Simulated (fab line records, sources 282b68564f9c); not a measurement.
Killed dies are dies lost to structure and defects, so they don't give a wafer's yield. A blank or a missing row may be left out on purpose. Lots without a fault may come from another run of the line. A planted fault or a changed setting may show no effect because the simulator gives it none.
Problem report in the 8D (eight disciplines) form, filled by code | flow rit_cmos | the parts of the form that need people (team, actions taken, sign-off) are left out

1. THE PROBLEM
CONTACT_TEOS_THK at RIT_CONTACT_THK_MEAS_01 reads a mean of 357 nm on 2 wafers of 2 lots; wafers without a fault read 400 nm with a standard deviation of 5.8. That is -7.4 standard deviations from the usual mean.
First seen on wafer L664.3, day 4 23:06, on film_metro-04. The record holds 42 wafers of 14 lots with a number at this step. Rule for "out", or "out of limits": more than 4 standard deviations from the usual mean. The other wafers with a number count as sound.

2. WHAT IT IS AND WHAT IT IS NOT
question                    | is                           | is not
which readings at this step | CONTACT_TEOS_THK             | -
which lots                  | L664, L667                   | L655, L656, L658, L659, L663, L668, L669, L670, L672, L675, L676, L678
which wafers of those lots  | L664.3, L667.3               | L664.1, L664.5, L667.2, L667.4
read on which gauges        | film_metro-03, film_metro-04 | film_metro-01
when                        | from day 4 23:06             | up to then (17 sound wafers); but 23 sound wafers of L667, L668, L669, L670, L672, L675, L676, L678 came after

3. SUSPECTS, AND WHAT RULES EACH OUT
Counting: a tool at a process step up to the reading stays a suspect if it ran every lot that is out. Sound lots after the first of them don't rule it out here, since some wafers of a struck lot are sound.
- the gauge at RIT_CONTACT_THK_MEAS_01: ruled out. The wafers that are out were read on 2 gauges (film_metro-03, film_metro-04).
- pecvd-03 at RIT_CONTACT_CVD_00 (deposits SiO2 from TEOS, target thk 400 nm, time 61 s): kept. It ran every lot that is out, first L664 (day 4 23:02); its last sound lot up to then is L658 (day 3 16:28).
- Within pecvd-03 at RIT_CONTACT_CVD_00: the wafers that are out ran in chamber 0; their sound lot-mates ran in chambers 1, 2.
Left after counting: pecvd-03 at RIT_CONTACT_CVD_00.

4. THE CAUSE (what the simulator had put in)
Site profile drift: pecvd-03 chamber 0, from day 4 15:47 on, at RIT_CONTACT_CVD_00. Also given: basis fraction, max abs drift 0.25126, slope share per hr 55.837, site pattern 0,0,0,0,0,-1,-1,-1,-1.
Counting left only this tool.

5. THE CHAIN OF EFFECTS, in route order
Each row: a reading whose mean over the struck wafers that have a number lies more than 3 standard deviations from the usual. Only readings for which the record gives a usual standard deviation are gone through. hours: the time from each lot's start at the first step in this table that gives one to its start at this step, as a median over the lots. sigmas: the change in usual standard deviations.
hours | step                    | reading          | usual  | on struck wafers | change | sigmas
0     | RIT_CONTACT_THK_MEAS_01 | CONTACT_TEOS_THK | 400 nm | 357              | -43    | -7.4

6. WHAT WOULD HAVE CAUGHT IT SOONER
In this record the first reading out of limits at a measuring or inspecting step was taken at day 4 23:06, 7 hours after the fault began at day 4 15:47.
Of the tool readings at RIT_CONTACT_CVD_00 for which the record gives a usual standard deviation, none was out on any struck wafer, so an alarm limit of 4 standard deviations on them would not have fired.
Of the lots that are out (2), L667 began RIT_CONTACT_CVD_00 on pecvd-03 after day 4 23:06. A hold on the tool at that time would have spared it.
